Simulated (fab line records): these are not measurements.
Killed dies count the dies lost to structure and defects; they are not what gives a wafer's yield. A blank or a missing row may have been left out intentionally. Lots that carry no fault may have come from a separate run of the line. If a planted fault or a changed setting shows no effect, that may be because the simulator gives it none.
fab line records	flow ritCmos
[record] lots = 6	wafers = 18	lastDay = 7
route steps=202 shown ACTIVE@13 FOX1@20 FOX2@23 NWELL@28 PWELL@39 WELLDRIVE@50 NRETRO@53 SILICIDE@161 CONTACT@175 M1@202
lots with no fault: from the same line, run without faults
startH: start of the lot's first displayed wafer, in hours after the record's first day	waitH: hours since the lot's step before	" the same as in the row above	L1.1+2: one row covering several wafers at once	- no value present, or no start provided	* or withheld: withheld	< > ~ a bound
route shown NAME@n: a module of which the file shows steps, and the number in the route of the first	usual: mean/standard deviation taken from wafers without a fault	same: alike in all rows	chamber/n: place in a boat	sites: each site's reading	_std_site: standard deviation across them	_edge_site: the outer-site mean with the inner-site mean subtracted	radiusMm: for every site, how far away it sits from the centre of the wafer	mask NAME#n: copy n	behind: the tool/chamber that last shaped the wafer	hold: why the lot went on hold/how many hours it stayed there/how the hold came to an end	device: transistor that didn't switch, given as n, p or np	end of line: the route-end tests of the same wafers	step lacking rows: just its recipe	killed: dies lost to structure and defects at the first sort, not the wafer's yield	map: dies across one wafer; x = killed, . = not, _ = none there
set.NAME: the setting the step ran with; set.NAME@STEP: the setting that earlier step ran with	model.NAME: the simulator's own value behind a step, which no gauge read
lots seen at some steps along the route; tables by step, rows by wafer
services: a tool's chamber out of use, with start hour (startH, from the record's first day; less than 0 if before it), hours out, and reason
[[steps]]
[step RIT_ACTIVE_HARDBAKE_12]
[recipe] resist = NOVOLAK	tempC = 140.9	timeS = 60
[step RIT_ACTIVE_ETCH_13]
[recipe] stopOn = SiO2	chemistry = SF6	target = Si3N4	timeS = 210	overEtchFrac = 0.4	SF6_flow_sccm = 200	pressureMtorr = 260	rfW = 125	targetDepthA = 2100
[usual] drypumpMotorCurrentA = 5.9/0.46	oesProductAu = 0.821/0.014	throttleValvePct = 7.52/0.11
lot.wafer	tool	chamber	startH	waitH	drypumpMotorCurrentA	oesProductAu	rfHoursCounterH	throttleValvePct
L315.1	rieDiel-02	1	20.42	0.1	6.5	0.826	113	7.35
L315.3	"	0	"	"	4.9	0.819	15	7.64
L315.4	"	3	"	"	6.4	0.839	54	7.63
L326.1	rieDiel-04	3	75.04	0.1	5.4	0.827	19	7.60
L326.2	"	1	"	"	5.7	0.815	89	7.51
L326.5	"	1	"	"	5.6	0.816	-	7.49
L327.1	rieDiel-04	1	82.95	0.1	5.7	0.815	89	7.50
L327.3	"	0	"	"	5.8	0.813	5	7.63
L327.6	"	2	"	"	5.4	0.802	-	7.46
L328.1	rieDiel-02	2	84.83	0.1	6.0	0.842	49	7.50
L328.2	"	1	"	"	6.5	0.841	115	7.35
L328.6	"	2	"	"	6.0	0.837	-	7.50
L330.2	rieDiel-03	3	96.04	0.1	6.4	0.815	31	7.60
L330.3	"	2	"	"	6.4	0.799	39	7.27
L330.6	"	1	"	"	5.4	0.833	-	7.44
L336.1	rieDiel-03	0	125.77	0.1	6.0	0.815	135	7.63
L336.4	"	3	"	"	6.3	0.811	31	7.61
L336.6	"	1	"	"	5.4	0.814	-	7.44
[step RIT_ACTIVE_STRIP_14]
[recipe] chemistry = O2	timeS = 180	resist = NOVOLAK	platenTempC = withheld	powerW = 500	pressureMtorr = 4000	o2FlowSccm = 4000
[usual] drypumpMotorCurrentA = 5.6/0.51
lot.wafer	tool	chamber	startH	waitH	drypumpMotorCurrentA	rfHoursCounterH
L315.1	plasmaAsher-02	1	20.55	0.1	5.1	39
L315.3	"	0	"	"	5.4	-
L315.4	"	1	"	"	5.1	-
L326.1	plasmaAsher-03	1	75.18	0.1	5.5	42
L326.2	"	0	"	"	5.3	42
L326.5	"	1	"	"	5.5	-
L327.1	plasmaAsher-04	1	83.09	0.1	6.7	42
L327.3	"	1	"	"	6.7	-
L327.6	"	1	"	"	6.6	-
L328.1	plasmaAsher-04	0	84.97	0.1	5.4	43
L328.2	"	1	"	"	6.6	43
L328.6	"	0	"	"	5.4	-
L330.2	plasmaAsher-03	1	96.18	0.1	5.5	45
L330.3	"	0	"	"	5.3	-
L330.6	"	0	"	"	5.3	-
L336.1	plasmaAsher-03	0	125.90	0.1	5.3	1
L336.4	"	1	"	"	5.5	-
L336.6	"	0	"	"	5.3	-
[step RIT_ACTIVE_CD_MEAS_90]
[recipe] targetCdNm = 1400
[usual] cdNm = 1400.2/2.5
lot.wafer	tool	chamber	startH	waitH	cdNm
L315.1	cdSem-02	-	20.73	0.1	1401.7
L315.3	"	-	"	"	1401.7
L315.4	"	-	"	"	1401.0
L326.1	cdSem-02	-	75.35	0.1	1400.9
L326.2	"	-	"	"	1400.6
L326.5	"	-	"	"	1400.1
L327.1	cdSem-02	-	83.26	0.1	1399.3
L327.3	"	-	"	"	1398.6
L327.6	"	-	"	"	1396.9
L328.1	cdSem-02	-	85.14	0.1	1398.0
L328.2	"	-	"	"	1399.3
L328.6	"	-	"	"	1399.8
L330.2	cdSem-02	-	96.37	0.1	1397.0
L330.3	"	-	"	"	1397.7
L330.6	"	-	"	"	1397.7
L336.1	cdSem-02	-	126.08	0.1	1395.6
L336.4	"	-	"	"	1397.2
L336.6	"	-	"	"	1397.4
[step RIT_ACTIVE_CLEAN_15]
[recipe] chemistry = SC1	mix = 3:3:50	timeS = 600	tempC = 75
[step RIT_ACTIVE_CLEAN_16]
[recipe] chemistry = dHF	dilution = 50:1	timeS = 30
[step RIT_ACTIVE_CLEAN_17]
[recipe] chemistry = SC2	mix = 3:3:50	timeS = 600	tempC = 75	dry = n2Spin
[step RIT_FOX1_OXIDATION_00]
[recipe] tempC = 1090	ambient = H2O	targetThkA = 3507	pH2oTorr = 720	oxTimeS = 1130
[step RIT_FOX1_THK_MEAS_01]
[recipe] reads = SiO2_of_FOX1_OXIDATION_00
[usual] FOX1_OXIDE_THK = 330/7
lot.wafer	tool	chamber	startH	waitH	FOX1_OXIDE_THK[nm]
L315.1	filmMetro-03	-	22.56	0.0	331
L315.3	"	-	"	"	335
L315.4	"	-	"	"	334
L326.1	filmMetro-01	-	78.77	0.0	328
L326.2	"	-	"	"	322
L326.5	"	-	"	"	323
L327.1	filmMetro-02	-	85.06	0.0	336
L327.3	"	-	"	"	340
L327.6	"	-	"	"	334
L328.1	filmMetro-03	-	90.24	0.0	331
L328.2	"	-	"	"	336
L328.6	"	-	"	"	335
L330.2	filmMetro-02	-	99.71	0.0	326
L330.3	"	-	"	"	331
L330.6	"	-	"	"	338
L336.1	filmMetro-01	-	128.04	0.0	335
L336.4	"	-	"	"	334
L336.6	"	-	"	"	337
[step RIT_FOX1_WET_ETCH_02]
[recipe] chemistry = BOE	targetDepthNm = 350	timeS = 390	tempC = 21.5	dry = n2Spin	dilution = 10:1	target = SiO2
[step RIT_FOX2_OXIDATION_00]
[recipe] tempC = 1100	ambient = H2O	targetThkA = 3507	pH2oTorr = 720	oxTimeS = 1130
[step RIT_FOX2_THK_MEAS_01]
[recipe] reads = SiO2_of_FOX2_OXIDATION_00
[usual] FOX2_OXIDE_THK = 350/6.4
lot.wafer	tool	chamber	startH	waitH	FOX2_OXIDE_THK[nm]
L315.1	filmMetro-01	-	24.70	0.0	355
L315.3	"	-	"	"	354
L315.4	"	-	"	"	351
L326.1	filmMetro-01	-	80.59	0.0	342
L326.2	"	-	"	"	344
L326.5	"	-	"	"	336
L327.1	filmMetro-01	-	88.92	0.0	359
L327.3	"	-	"	"	357
L327.6	"	-	"	"	363
L328.1	filmMetro-03	-	92.07	0.0	357
L328.2	"	-	"	"	359
L328.6	"	-	"	"	357
L330.2	filmMetro-01	-	101.27	0.0	349
L330.3	"	-	"	"	348
L330.6	"	-	"	"	341
L336.1	filmMetro-03	-	129.54	0.0	353
L336.4	"	-	"	"	344
L336.6	"	-	"	"	352
[step RIT_FOX2_CLEAN_02]
[recipe] chemistry = dHF	dilution = 50:1	timeS = 180
[usual] runLengthS = 206.2/2.5
lot.wafer	tool	chamber	startH	waitH	runLengthS	model.SiO2_of_FOX2_OXIDATION_00.thkNm
L315.1	wetBench-04	1	24.76	0.1	203.8	338.8
L315.3	"	1	"	"	203.8	337.9
L315.4	"	1	"	"	203.8	335
L326.1	wetBench-02	3	80.65	0.1	54.1	339.8
L326.2	"	3	"	"	54.1	341.2
L326.5	"	3	"	"	54.1	333.3
L327.1	wetBench-02	1	88.98	0.1	51.0	356.4
L327.3	"	1	"	"	51.0	354.8
L327.6	"	1	"	"	51.0	360.7
L328.1	wetBench-04	1	92.13	0.1	210.7	340
L328.2	"	1	"	"	210.7	341.6
L328.6	"	1	"	"	210.7	340.5
L330.2	wetBench-04	1	101.32	0.0	203.1	332.6
L330.3	"	1	"	"	203.1	331.4
L330.6	"	1	"	"	203.1	323.9
L336.1	wetBench-04	3	129.60	0.1	206.1	335.7
L336.4	"	3	"	"	206.1	327.3
L336.6	"	3	"	"	206.1	335.4
[step RIT_FOX2_WET_ETCH_03]
[recipe] chemistry = H3PO4	target = Si3N4	targetDepthNm = 195	tempC = 165	timeS = 2700
[step RIT_FOX2_THK_MEAS_90]
[recipe] reads = SiO2_of_FOX2_OXIDATION_00
[usual] FIELD_OXIDE_LEFT_1_THK = 322/6.5
lot.wafer	tool	chamber	startH	waitH	FIELD_OXIDE_LEFT_1_THK[nm]
L315.1	filmMetro-01	-	25.64	0.0	328
L315.3	"	-	"	"	328
L315.4	"	-	"	"	325
L326.1	filmMetro-04	-	81.46	0.0	329
L326.2	"	-	"	"	330
L326.5	"	-	"	"	323
L327.1	filmMetro-01	-	89.80	0.0	345
L327.3	"	-	"	"	344
L327.6	"	-	"	"	350
L328.1	filmMetro-04	-	92.95	0.0	329
L328.2	"	-	"	"	331
L328.6	"	-	"	"	330
L330.2	filmMetro-04	-	102.15	0.0	322
L330.3	"	-	"	"	321
L330.6	"	-	"	"	313
L336.1	filmMetro-03	-	130.41	0.0	325
L336.4	"	-	"	"	317
L336.6	"	-	"	"	325
[step RIT_NWELL_HMDS_00]
[recipe] primeTimeS = 60	primeTempC = 140
[step RIT_NWELL_COAT_01]
[recipe] resist = NOVOLAK	spinRpm = 2000	resistThkNm = 1300
[step RIT_NWELL_SOFTBAKE_02]
[recipe] resist = NOVOLAK	tempC = 90	timeS = 60
[step RIT_NWELL_EXPOSE_03]
[recipe] maskId = M2	na = 0.57	targetCdNm = 43900	doseMj = 250
[step RIT_NWELL_PEB_04]
[recipe] resist = NOVOLAK	tempC = withheld	timeS = withheld
[step RIT_NWELL_DEVELOP_05]
[recipe] resist = NOVOLAK	developTimeS = 68	devTempC = 23
[step RIT_NWELL_OVL_MEAS_06]
[usual] NWELL_OVL = 1.3/1.5
lot.wafer	tool	chamber	startH	waitH	NWELL_OVL[nm]
L315.1	overlay-01	-	26.71	-	0.1
L315.3	"	-	"	"	1.1
L315.4	"	-	"	"	2.0
L326.1	overlay-01	-	82.53	-	2.4
L326.2	"	-	"	"	3.2
L326.5	"	-	"	"	2.3
L327.1	overlay-01	-	90.87	-	0.6
L327.3	"	-	"	"	1.6
L327.6	"	-	"	"	2.1
L328.1	overlay-01	-	93.89	-	2.1
L328.2	"	-	"	"	2.4
L328.6	"	-	"	"	0.7
L330.2	overlay-02	-	103.09	-	-1.3
L330.3	"	-	"	"	1.2
L330.6	"	-	"	"	-2.1
L336.1	overlay-02	-	131.47	-	-0.2
L336.4	"	-	"	"	3.1
L336.6	"	-	"	"	1.0
[step RIT_NWELL_HARDBAKE_07]
[recipe] resist = NOVOLAK	tempC = 140	timeS = 120
[step RIT_NWELL_IMPLANT_08]
[recipe] species = P	energyKev = 170	doseCm2 = 5e+13	tiltDeg = 7
[step RIT_NWELL_STRIP_09]
[recipe] chemistry = O2	timeS = 180	resist = NOVOLAK	platenTempC = withheld	powerW = 500	pressureMtorr = 4000	o2FlowSccm = 4000
[usual] drypumpMotorCurrentA = 5.4/0.45
lot.wafer	tool	chamber	startH	waitH	drypumpMotorCurrentA	rfHoursCounterH
L315.1	plasmaAsher-02	1	27.14	0.1	5.1	40
L315.3	"	0	"	"	5.4	-
L315.4	"	1	"	"	5.1	-
L326.1	plasmaAsher-03	0	82.96	0.1	5.3	43
L326.2	"	1	"	"	5.6	43
L326.5	"	0	"	"	5.3	-
L327.1	plasmaAsher-02	0	91.30	0.1	5.4	45
L327.3	"	0	"	"	5.4	-
L327.6	"	0	"	"	5.4	-
L328.1	plasmaAsher-01	0	94.33	0.1	4.9	32
L328.2	"	1	"	"	6.4	32
L328.6	"	1	"	"	6.4	-
L330.2	plasmaAsher-01	0	103.52	0.1	4.9	33
L330.3	"	0	"	"	4.9	-
L330.6	"	1	"	"	6.4	-
L336.1	plasmaAsher-01	1	131.90	0.1	6.4	36
L336.4	"	0	"	"	4.9	-
L336.6	"	0	"	"	4.9	-
[step RIT_NWELL_TW_MEAS_10]
[usual] NWELL_TW = 2119/20
lot.wafer	tool	chamber	startH	waitH	NWELL_TW
L315.1	filmMetro-03	-	27.32	0.1	2118
L315.3	"	-	"	"	2109
L315.4	"	-	"	"	2118
L326.1	filmMetro-02	-	83.14	0.1	2140
L326.2	"	-	"	"	2141
L326.5	"	-	"	"	2122
L327.1	filmMetro-04	-	91.48	0.1	2108
L327.3	"	-	"	"	2103
L327.6	"	-	"	"	2097
L328.1	filmMetro-04	-	94.51	0.1	2102
L328.2	"	-	"	"	2100
L328.6	"	-	"	"	2095
L330.2	filmMetro-04	-	103.70	0.1	2087
L330.3	"	-	"	"	2089
L330.6	"	-	"	"	2096
L336.1	filmMetro-02	-	132.08	0.1	2148
L336.4	"	-	"	"	2161
L336.6	"	-	"	"	2149
[step RIT_PWELL_HMDS_00]
[recipe] primeTimeS = 60	primeTempC = 140
[step RIT_PWELL_COAT_01]
[recipe] resist = NOVOLAK	spinRpm = 2000	resistThkNm = 1286
[step RIT_PWELL_SOFTBAKE_02]
[recipe] resist = NOVOLAK	tempC = 90	timeS = 60
[step RIT_PWELL_EXPOSE_03]
[recipe] maskId = M3	na = 0.57	targetCdNm = 43700	doseMj = 250
[step RIT_PWELL_PEB_04]
[recipe] resist = NOVOLAK	tempC = withheld	timeS = withheld
[step RIT_PWELL_DEVELOP_05]
[recipe] resist = NOVOLAK	developTimeS = 68	devTempC = 23
[step RIT_PWELL_OVL_MEAS_06]
[usual] PWELL_OVL = -0.7/1.6
lot.wafer	tool	chamber	startH	waitH	PWELL_OVL[nm]
L315.1	overlay-01	-	28.26	-	-2.0
L315.3	"	-	"	"	-1.7
L315.4	"	-	"	"	-2.4
L326.1	overlay-02	-	84.08	-	-1.8
L326.2	"	-	"	"	0.6
L326.5	"	-	"	"	0.2
L327.1	overlay-01	-	92.63	-	-0.6
L327.3	"	-	"	"	-1.1
L327.6	"	-	"	"	0.3
L328.1	overlay-01	-	95.63	-	-2.2
L328.2	"	-	"	"	-1.8
L328.6	"	-	"	"	-1.5
L330.2	overlay-01	-	104.64	-	0.8
L330.3	"	-	"	"	0.9
L330.6	"	-	"	"	-0.6
L336.1	overlay-02	-	133.02	-	-0.8
L336.4	"	-	"	"	0.2
L336.6	"	-	"	"	-0.1
[step RIT_PWELL_HARDBAKE_07]
[recipe] resist = NOVOLAK	tempC = 140	timeS = 120
[step RIT_PWELL_IMPLANT_08]
[recipe] species = B	energyKev = 170	doseCm2 = 7.089e+13	tiltDeg = 7
[step RIT_PWELL_STRIP_09]
[recipe] chemistry = O2	timeS = 180	resist = NOVOLAK	platenTempC = withheld	powerW = 500	pressureMtorr = 4000	o2FlowSccm = 4000
[usual] drypumpMotorCurrentA = 5.7/0.65
lot.wafer	tool	chamber	startH	waitH	drypumpMotorCurrentA	rfHoursCounterH
L315.1	plasmaAsher-04	1	28.69	0.1	6.6	36
L315.3	"	1	"	"	6.7	-
L315.4	"	0	"	"	5.4	-
L326.1	plasmaAsher-01	1	84.51	0.1	6.4	31
L326.2	"	0	"	"	4.9	31
L326.5	"	1	"	"	6.4	-
L327.1	plasmaAsher-01	0	93.07	0.1	4.9	31
L327.3	"	0	"	"	4.9	-
L327.6	"	0	"	"	4.9	-
L328.1	plasmaAsher-04	0	96.06	0.1	5.4	44
L328.2	"	1	"	"	6.6	44
L328.6	"	0	"	"	5.4	-
L330.2	plasmaAsher-01	1	105.07	0.1	6.4	33
L330.3	"	0	"	"	4.9	-
L330.6	"	1	"	"	6.4	-
L336.1	plasmaAsher-03	0	133.45	0.1	5.3	1
L336.4	"	0	"	"	5.3	-
L336.6	"	1	"	"	5.5	-
[step RIT_PWELL_TW_MEAS_10]
[usual] PWELL_TW = 941/8.5
lot.wafer	tool	chamber	startH	waitH	PWELL_TW
L315.1	filmMetro-03	-	28.87	0.1	944
L315.3	"	-	"	"	943
L315.4	"	-	"	"	945
L326.1	filmMetro-04	-	84.69	0.1	938
L326.2	"	-	"	"	937
L326.5	"	-	"	"	934
L327.1	filmMetro-02	-	93.24	0.1	944
L327.3	"	-	"	"	953
L327.6	"	-	"	"	946
L328.1	filmMetro-04	-	96.24	0.1	934
L328.2	"	-	"	"	935
L328.6	"	-	"	"	934
L330.2	filmMetro-04	-	105.25	0.1	934
L330.3	"	-	"	"	935
L330.6	"	-	"	"	938
L336.1	filmMetro-04	-	133.63	0.1	926
L336.4	"	-	"	"	928
L336.6	"	-	"	"	925
[step RIT_WELLDRIVE_ANNEAL_00]
[recipe] tempC = 1100	timeS = 14700	ambient = N2
[step RIT_WELLDRIVE_RS_MEAS_01]
[recipe] thkMeasGauge = four-point-probe
[usual] NWELL_RS = 275.5/0.63
lot.wafer	tool	chamber	startH	waitH	NWELL_RS[ohm/sq]
L315.1	filmMetro-03	-	35.55	0.0	274.2
L315.3	"	-	"	"	275.0
L315.4	"	-	"	"	274.9
L326.1	filmMetro-02	-	90.75	0.0	275.0
L326.2	"	-	"	"	273.7
L326.5	"	-	"	"	274.8
L327.1	filmMetro-03	-	98.39	0.0	274.9
L327.3	"	-	"	"	275.0
L327.6	"	-	"	"	276.4
L328.1	filmMetro-03	-	102.10	0.0	276.9
L328.2	"	-	"	"	275.5
L328.6	"	-	"	"	276.0
L330.2	filmMetro-03	-	111.45	0.0	275.7
L330.3	"	-	"	"	275.9
L330.6	"	-	"	"	276.4
L336.1	filmMetro-02	-	139.22	0.0	275.2
L336.4	"	-	"	"	275.1
L336.6	"	-	"	"	275.5
[step RIT_WELLDRIVE_RS_MEAS_02]
[recipe] thkMeasGauge = four-point-probe
[usual] PWELL_RS = 426.3/1.2
lot.wafer	tool	chamber	startH	waitH	PWELL_RS[ohm/sq]
L315.1	filmMetro-03	-	35.67	0.1	425.3
L315.3	"	-	"	"	424.6
L315.4	"	-	"	"	425.2
L326.1	filmMetro-02	-	90.87	0.1	427.3
L326.2	"	-	"	"	426.6
L326.5	"	-	"	"	425.9
L327.1	filmMetro-03	-	98.51	0.1	427.2
L327.3	"	-	"	"	426.5
L327.6	"	-	"	"	426.5
L328.1	filmMetro-03	-	102.22	0.1	426.9
L328.2	"	-	"	"	427.6
L328.6	"	-	"	"	427.4
L330.2	filmMetro-03	-	111.57	0.1	427.5
L330.3	"	-	"	"	428.4
L330.6	"	-	"	"	428.1
L336.1	filmMetro-02	-	139.34	0.1	426.3
L336.4	"	-	"	"	427.1
L336.6	"	-	"	"	426.6
[step RIT_NRETRO_HMDS_00]
[recipe] primeTimeS = 60	primeTempC = 140
[step RIT_NRETRO_COAT_01]
[recipe] resist = NOVOLAK	spinRpm = 2000	resistThkNm = 1300
[step RIT_SILICIDE_WET_ETCH_00]
[recipe] chemistry = BOE	target = SiO2	targetDepthNm = 14	timeS = 15	dry = n2Spin	dilution = 10:1	tempC = 21.5
lot.wafer	tool	chamber	startH	waitH	model.SiO2_of_FOX2_OXIDATION_00.thkNm
L315.1	wetBench-01	1	58.98	0.1	155.6
L315.3	"	1	"	"	153.4
L315.4	"	1	"	"	149
L326.1	wetBench-04	1	115.98	0.1	154.8
L326.2	"	1	"	"	155.9
L326.5	"	1	"	"	149.5
L327.1	wetBench-02	2	119.93	0.1	171.8
L327.3	"	2	"	"	169.5
L327.6	"	2	"	"	174.3
L328.1	wetBench-02	1	126.16	0.1	154.8
L328.2	"	1	"	"	157
L328.6	"	1	"	"	155
L330.2	wetBench-04	3	137.65	0.1	148.6
L330.3	"	3	"	"	147.9
L330.6	"	3	"	"	141.1
L336.1	wetBench-04	1	162.30	0.1	151.2
L336.4	"	1	"	"	144.3
L336.6	"	1	"	"	152.8
[step RIT_CONTACT_DEVELOP_07]
[recipe] resist = NOVOLAK	developTimeS = 114.2	devTempC = 23
lot.wafer	tool	chamber	startH	waitH	model.CONTACT.cdNm
L315.1	lithoTrack-04	0	-	-	999.2
L315.3	"	0	"	"	1001
L315.4	"	0	"	"	1000
L326.1	lithoTrack-04	0	-	-	975.8
L326.2	"	0	"	"	978.5
L326.5	"	0	"	"	977
L327.1	lithoTrack-01	0	-	-	998
L327.3	"	0	"	"	996.8
L327.6	"	0	"	"	997.9
L328.1+2+6	lithoTrack-04	0	-	-	1001
L330.2	lithoTrack-01	0	-	-	1001
L330.3	"	0	"	"	996.4
L330.6	"	0	"	"	997.8
L336.1	lithoTrack-01	0	-	-	997.2
L336.4	"	0	"	"	997.1
L336.6	"	0	"	"	997.9
[step RIT_CONTACT_ETCH_11]
[recipe] targetDepthA = 4800	overEtchFrac = 0.2	stopOn = TiSi2	chemistry = CHF3/CF4/Ar	target = SiO2	CHF3_flow_sccm = 50	cf4FlowSccm = 10	Ar_flow_sccm = 100	O2_flow_sccm = 5	pressureMtorr = 100	rfW = 200	timeS = 320
[usual] drypumpMotorCurrentA = 5.7/0.49	oesProductAu = 0.987/0.017	throttleValvePct = 8.90/0.13
lot.wafer	tool	chamber	startH	waitH	drypumpMotorCurrentA	oesProductAu	rfHoursCounterH	throttleValvePct	model.CONTACT.cdNm
L315.1	rieDiel-01	2	61.01	0.1	5.9	0.977	151	8.67	999.3
L315.3	"	3	"	"	5.7	0.963	108	8.95	1001
L315.4	"	1	"	"	5.3	0.987	-	8.84	1000
L326.1	rieDiel-04	2	117.88	0.1	5.4	0.968	40	8.82	975.7
L326.2	"	1	"	"	5.6	0.979	90	8.78	978.2
L326.5	"	0	"	"	5.9	0.983	-	9.00	976.5
L327.1	rieDiel-04	3	121.95	0.1	5.4	0.993	20	8.92	997.9
L327.3	"	2	"	"	5.4	0.973	40	8.82	997.3
L327.6	"	3	"	"	5.4	0.993	-	8.92	997.7
L328.1	rieDiel-02	2	128.06	0.1	5.9	1.005	50	8.82	1001
L328.2	"	3	"	"	6.4	1.013	56	9.00	1001
L328.6	"	1	"	"	6.5	1.005	-	8.73	1001
L330.2	rieDiel-04	3	139.58	0.1	5.4	0.991	20	8.92	1001
L330.3	"	1	"	"	5.6	0.976	90	8.81	996.8
L330.6	"	2	"	"	5.4	0.975	-	8.83	998.2
L336.1	rieDiel-02	3	164.35	0.1	6.4	1.008	57	8.99	997.1
L336.4	"	0	"	"	4.9	1.000	17	9.03	996.5
L336.6	"	3	"	"	6.4	1.016	-	9.00	997.8
[step RIT_M1_PROBE_99]
lot.wafer	tool	chamber	startH	waitH	model.etest.contactToGate.bvRightV	model.etest.contactToGate.bvLeftV	model.etest.fieldN.vtV
L315.1	prober-01	-	65.87	0.1	91.97	90.45	35.81
L315.3	prober-01	-	65.97	0.2	90.62	89.89	35.72
L315.4	prober-01	-	66.02	0.2	90.33	91.28	35.23
L326.1	prober-02	-	122.73	0.1	97.27	96.34	35.71
L326.2	prober-02	-	122.78	0.1	97.6	95.25	35.83
L326.5	prober-02	-	122.93	0.2	95.78	97.19	34.85
L327.1	prober-01	-	126.98	0.1	92.64	94.08	37.86
L327.3	prober-01	-	127.08	0.2	93.47	93	37.71
L327.6	prober-01	-	127.23	0.2	93.84	91.75	38.44
L328.1	prober-02	-	132.92	0.1	90.42	89.17	35.59
L328.2	prober-02	-	132.97	0.1	91.17	89.73	35.78
L328.6	prober-02	-	133.17	0.2	91.15	88.65	35.64
L330.2	prober-02	-	144.48	0.1	88.52	90.18	34.93
L330.3	prober-02	-	144.53	0.2	92.17	91.61	34.67
L330.6	prober-02	-	144.68	0.2	90.8	92.29	33.69
L336.1	prober-02	-	169.22	0.1	91.57	93.2	35.11
L336.4	prober-02	-	169.37	0.2	92.45	88.6	33.98
L336.6	prober-02	-	169.47	0.2	93.6	90.54	35.05
// killed by level:class
L315.1 GATE:geometricParticle:short=2 GATE:geometricParticle:open=1
L315.3 GATE:geometricParticle:open=2 ACTIVE:geometricParticle:open=1 FOX2:geometricParticle:open=1 SPACER:geometricParticle:short=1 SILICIDE:geometricParticle:open=1
L315.4 GATE:geometricParticle:short=2 SILICIDE:geometricParticle:open=2 FOX1:geometricParticle:short=1 GATE:geometricParticle:open=1 SILICIDE:geometricParticle:short=1
L328.1 FOX1:geometricParticle:open=2 GATE:geometricParticle:open=2 FOX2:geometricParticle:short=1 GATE:geometricParticle:short=1 SILICIDE:geometricParticle:open=1 SILICIDE:geometricParticle:short=1
L328.2 SPACER:geometricParticle:short=3 FOX1:geometricParticle:open=2 SILICIDE:geometricParticle:short=2 GATE:geometricParticle:short=1 GATE:geometricParticle:open=1 SPACER:geometricParticle:open=1 SILICIDE:geometricParticle:open=1
L328.6 FOX1:geometricParticle:short=2 GATE:geometricParticle:open=2 REOX:geometricParticle:short=2 GATE:geometricParticle:short=1 SPACER:geometricParticle:short=1 ACTIVE:coatMicrobubblePrinted=1
L330.2 FOX1:geometricParticle:open=1 GATE:geometricParticle:short=1 SILICIDE:geometricParticle:open=1
L330.3 GATE:geometricParticle:short=2 SILICIDE:geometricParticle:short=2 FOX1:geometricParticle:open=1 FOX1:geometricParticle:short=1 REOX:geometricParticle:open=1 REOX:geometricParticle:short=1 SILICIDE:geometricParticle:open=1
L330.6 GATE:geometricParticle:open=3 GATE:geometricParticle:short=2
L336.1 GATE:geometricParticle:open=2
L336.4 REOX:geometricParticle:short=1
L336.6 FOX2:geometricParticle:open=2 GATE:geometricParticle:short=1
[[services]]
tool	chamber	startH	hours	kind
rieDiel-03	2	13.56	6.8	repair
rieDiel-03	-	17.95	2.8	pm
plasmaAsher-04	-	21.83	2.8	pm
rieDiel-01	0	35.94	40.7	repair
rieDiel-02	0	51.74	13.6	repair
plasmaAsher-02	-	71.80	14.6	pm
rieDiel-01	1	86.71	-	clean
rieDiel-01	1	86.71	-	consumableReplace:esc
rieDiel-01	1	86.71	20.6	scheduledDown
rieDiel-01	1	86.71	20.6	ventCycle
plasmaAsher-03	-	88.64	1.2	repair
rieDiel-03	1	107.85	-	clean
rieDiel-03	1	107.85	16.0	scheduledDown
rieDiel-03	1	107.85	16.0	ventCycle
plasmaAsher-03	-	108.75	9.0	pm
plasmaAsher-03	0	108.75	9.0	ventCycle
plasmaAsher-03	1	108.75	9.0	ventCycle
rieDiel-01	2	114.80	1.8	repair
plasmaAsher-03	0	117.75	-	clean
plasmaAsher-03	1	117.75	-	clean
rieDiel-01	2	144.00	-	clean
rieDiel-01	1	149.95	4.8	repair
rieDiel-03	2	150.53	4.3	repair
wetBench-01	-	163.46	0.5	repair
[[key]]
[firstSign] step = RIT_FOX2_CLEAN_02	reading = runLengthS	direction = down	sigmas = 60	usual = *	struck = *
[effect] step = RIT_FOX2_THK_MEAS_90	reading = FIELD_OXIDE_LEFT_1_THK	direction = up	sigmas = 2.3	usual = 322	struck = 337
[modelEffect] step = RIT_FOX2_CLEAN_02	value = SiO2_of_FOX2_OXIDATION_00.thkNm	without = 333.7	struck = 347.7
[modelEffect] step = RIT_SILICIDE_WET_ETCH_00	value = SiO2_of_FOX2_OXIDATION_00.thkNm	without = 148.6	struck = 162.6
[modelEffect] step = RIT_CONTACT_DEVELOP_07	value = CONTACT.cdNm	without = 997	struck = 987.3
[modelEffect] step = RIT_CONTACT_ETCH_11	value = CONTACT.cdNm	without = 996.9	struck = 987.2
[modelEffect] step = RIT_M1_PROBE_99	value = etest.contactToGate.bvRightV	without = 92.7	struck = 95.1
metAt RIT_FOX2_CLEAN_02
struckWafers L326.1,L326.2,L326.5,L327.1,L327.3,L327.6
sortLeftOut L326.1,L326.2,L326.5,L327.1,L327.3,L327.6
testerLeftOut L326,L327
[loopTrim] step = RIT_CONTACT_EXPOSE_05	setting = dose	lots = L326
[fault] kind = processParameterDrift	tool = wetBench-02	chamber = -	onsetH = 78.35	steps = RIT_FOX2_CLEAN_02	channel = timeS	offset = *	shape = step	endH = 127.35	actsIn = *	stated = *
// testerLeftOut: of these lots the tester's yield and bins aren't shown, on N5 and GAA mostly nor the transistor test; their killed dies are dies lost to structure and defects alone, not to doping, threshold or leakage, so they don't give the yield
// sortLeftOut: the simulated sort isn't trusted on such a fault, so these wafers' sort isn't shown, and their yield isn't known
// loopTrim: a control loop set the setting to another value than it would have without faults
